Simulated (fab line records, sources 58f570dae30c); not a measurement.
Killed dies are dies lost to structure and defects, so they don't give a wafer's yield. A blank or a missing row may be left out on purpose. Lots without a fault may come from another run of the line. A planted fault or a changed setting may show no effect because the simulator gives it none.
One fault seen from 2 desks | flow berkeley_cmos170 | each desk has only its own numbers; what lay behind them comes last

THE TOOL OWNER'S DESK: rie_metal-02
The tool's own readings at UCB170_M1_METAL_ETCH_12 (etches Al in Cl2/BCl3, stops on PSG, target depth 780 nm, time 130 s): means of the sampled wafers that have a number, for each lot that ran on this tool. A lot is out of limits, marked OUT, if its mean lies more than 4 standard deviations from the usual mean; the brackets give that distance.
Columns: A = drypump_motor_current_A at UCB170_M1_METAL_ETCH_12, usual 5.8 A; B = oes_product_au at UCB170_M1_METAL_ETCH_12, usual 0.855 a.u.; C = throttle_valve_pct at UCB170_M1_METAL_ETCH_12, usual 24.35 %
lot  | first seen here | A   | B                | C
L500 | day 8 14:35     | 5.6 | 0.868            | 24.25
L501 | day 9 05:35     | 5.9 | 0.858            | 24.34
L502 | day 9 07:29     | 5.9 | 0.728 (-9.8) OUT | 24.41
L507 | day 9 23:29     | 5.9 | 0.725 (-10) OUT  | 24.41
L518 | day 13 00:25    | 5.6 | 0.846            | 24.36
L520 | day 13 00:58    | 5.6 | 0.850            | 24.36
L523 | day 13 19:03    | 5.3 | 0.855            | 24.22
This desk's finding: out of limits on L502, L507; first on L502, day 9 07:29 (oes_product_au at UCB170_M1_METAL_ETCH_12). In limits: L500, L501, L518, L520, L523.

THE METROLOGY DESK
What the gauges read, lot by lot, whatever tool the lot ran on: means of the sampled wafers that have a number. A lot is out of limits, marked OUT, if its mean lies more than 4 standard deviations from the usual mean; the brackets give that distance.
Columns: A = cd_nm at UCB170_M1_CD_MEAS_90, usual 699.9 nm; B = V1_POLISHED_THK at UCB170_V1_THK_MEAS_04, usual 1000.1 nm
lot  | first seen here | A                | B
L500 | day 8 14:49     | 699.8            | 1000.4
L501 | day 9 05:57     | 697.6            | 1000.0
L503 | day 9 07:25     | 697.3            | 999.1
L502 | day 9 07:50     | 686.8 (-5.3) OUT | 1000.8
L507 | day 9 23:49     | 686.3 (-5.4) OUT | 999.6
L512 | day 11 14:10    | 702.5            | 1000.5
L514 | day 11 16:29    | 700.8            | 998.0
L515 | day 11 21:07    | 700.0            | 1000.3
L518 | day 13 00:40    | 698.4            | 999.8
L522 | day 13 00:47    | 701.3            | 998.8
L519 | day 13 00:58    | 697.9            | 998.6
L520 | day 13 01:13    | 702.6            | 1000.2
L521 | day 13 01:21    | 700.3            | 999.9
L523 | day 13 19:17    | 701.8            | 1001.6
This desk's finding: out of limits on L502, L507; first on L502, day 9 07:50 (cd_nm at UCB170_M1_CD_MEAS_90). In limits: L500, L501, L503, L512, L514, L515, L518, L522, L519, L520, L521, L523.

PUT TOGETHER
The tool owner's desk could have raised an alarm at day 9 07:29, on L502, L507.
The metrology desk could have raised an alarm at day 9 07:50, on L502, L507.
Of the lots named, all ran UCB170_M1_METAL_ETCH_12 on rie_metal-02.

WHAT THE SIMULATOR HAD PUT IN
Process parameter drift: rie_metal-02, from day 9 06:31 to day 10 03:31, at UCB170_M1_METAL_ETCH_12. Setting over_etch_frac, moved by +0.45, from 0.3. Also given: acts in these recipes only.
Lots struck among those shown: L502, L507.
Hours from the fault's start to each desk's first reading out of limits: the tool owner's desk, 1; the metrology desk, 1.
